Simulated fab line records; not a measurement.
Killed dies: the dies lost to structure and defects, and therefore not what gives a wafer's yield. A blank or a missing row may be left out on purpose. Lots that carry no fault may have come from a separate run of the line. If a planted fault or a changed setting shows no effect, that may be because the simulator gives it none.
Comparing a struck lot with a sound one	flow rit cmos	18 out of 202 route steps
Sound: the wafers L464.1, L464.2, L464.4. Wafers struck: L453.1, L453.3, L453.6. Last of all comes the cause.
For every step that has rows: the tool of each side, followed by ch and its chambers, followed by its first start. Under that, the readings that differ: sound wafers	struck wafers	difference of the means	sigmas: that difference in standard deviations of wafers without a fault.
alike: readings whose means differ by less than 2 such deviations, and words and numbers that are the same on both sides. not compared: withheld readings, readings that some wafer has no value for, bounds like >300 that may hide the same value, and numbers for which the record gives no deviation and whose values overlap.
Wherever a step has rows on one side only, a row that says differs or no value, or a row with sigmas, the two part there. Non-overlapping numbers with no deviation appear without sigmas and do not part them. Lack of a reading on every wafer of one side parts them only where that side has two or more wafers.

first, 4 steps without rows for these wafers: RIT_NWELL_SOFTBAKE_02 (time 60 s); RIT_NWELL_EXPOSE_03 (exposes mask M2, target cd 43900 nm); RIT_NWELL_PEB_04; RIT_NWELL_DEVELOP_05 (develop time 68 s).
RIT_NWELL_OVL_MEAS_06:
  sound: overlay-02 at day 6 05:49; struck: overlay-02 at day 3 22:11
reading	sound	struck	difference	sigmas
NWELL_OVL (nm)	-2.2 -2.2 -3.0	0.6 -0.8 0.0	+2.4	+2
then, 2 steps without rows for these wafers: RIT_NWELL_HARDBAKE_07 (time 120 s); RIT_NWELL_IMPLANT_08.
RIT_NWELL_STRIP_09: strips in O2, time 180 s.
  sound on plasma asher-02 ch 0,1, day 6 06:15; struck on plasma asher-02 ch 1, day 3 22:38
  alike: drypump motor current A
  not compared: rf hours counter h
RIT_NWELL_TW_MEAS_10:
  sound: film metro-02 at day 6 06:26; struck: film metro-03 at day 3 22:48
  alike: NWELL_TW
then, 3 steps without rows for these wafers: RIT_PWELL_HMDS_00 (prime time 60 s); RIT_PWELL_COAT_01 (resist thk 1300 nm); RIT_PWELL_SOFTBAKE_02 (time 60 s).
RIT_PWELL_EXPOSE_03: exposes mask M3, target cd 43700 nm.
  sound on iline stepper-01 ch 0, day 6 06:56; struck on iline stepper-02 ch 0, day 3 23:19
reading	sound	struck	difference	sigmas
model.PWELL.overlay x nm (nm)	-0.9684 -0.9684 -0.9684	1.125e+04 1.125e+04 1.125e+04	+1.125e+04	
  alike: mask
then, 2 steps without rows for these wafers: RIT_PWELL_PEB_04; RIT_PWELL_DEVELOP_05 (develop time 68 s).
RIT_PWELL_OVL_MEAS_06:
  sound: overlay-02 at day 6 07:22; struck: overlay-02 at day 3 23:44
reading	sound	struck	difference	sigmas
PWELL_OVL (nm)	0.6 -0.5 -0.4	- - -	no value on the struck wafers	
then, 1 step without rows for these wafers: RIT_PWELL_HARDBAKE_07 (time 120 s).
RIT_M1_PROBE_99:
  sound: prober-01 at day 7 23:29; struck: prober-01 at day 5 12:08
reading	sound	struck	difference	sigmas
killed at front end	6 9 8	264 264 264	+256	+85
killed dies	6 9 8	264 264 264	+256	+85
killed on rim	2 1 2	70 70 70	+68	+53
model.etest.nmos_0p3.r on ohm um	2092 2126 2126	1564 1563 1586	-544	
model.etest.nmos turned.drive ua um	329.1 323.6 325.4	606.1 597.2 607.2	+277.5	
model.etest.nmos narrow.drive ua um	230.7 233.6 233.1	397.9 396.4 399.9	+165.6	
model.etest.nmos_0p3.drive ua um	235.2 236.4 236.2	396.3 392.5 393.9	+158.3	
model.etest.well edge right.line ohm um	184.1 184.2 183.6	143.7 142.5 143	-40.9	
model.etest.iso nwell nwell.short	0 0 0	1 1 1	+1	
model.etest.ring.no ring	0 0 0	1 1 1	+1	
model.etest.pmos narrow.short	0 0 0	1 1 1	+1	
  alike: killed_at_M0_to_M3, killed at contacts, killed open, killed short

== WHERE THEY PART ==
Earliest at RIT_NWELL_OVL_MEAS_06; latest, in this record, at RIT_M1_PROBE_99.

WHY: whatever the simulator had introduced
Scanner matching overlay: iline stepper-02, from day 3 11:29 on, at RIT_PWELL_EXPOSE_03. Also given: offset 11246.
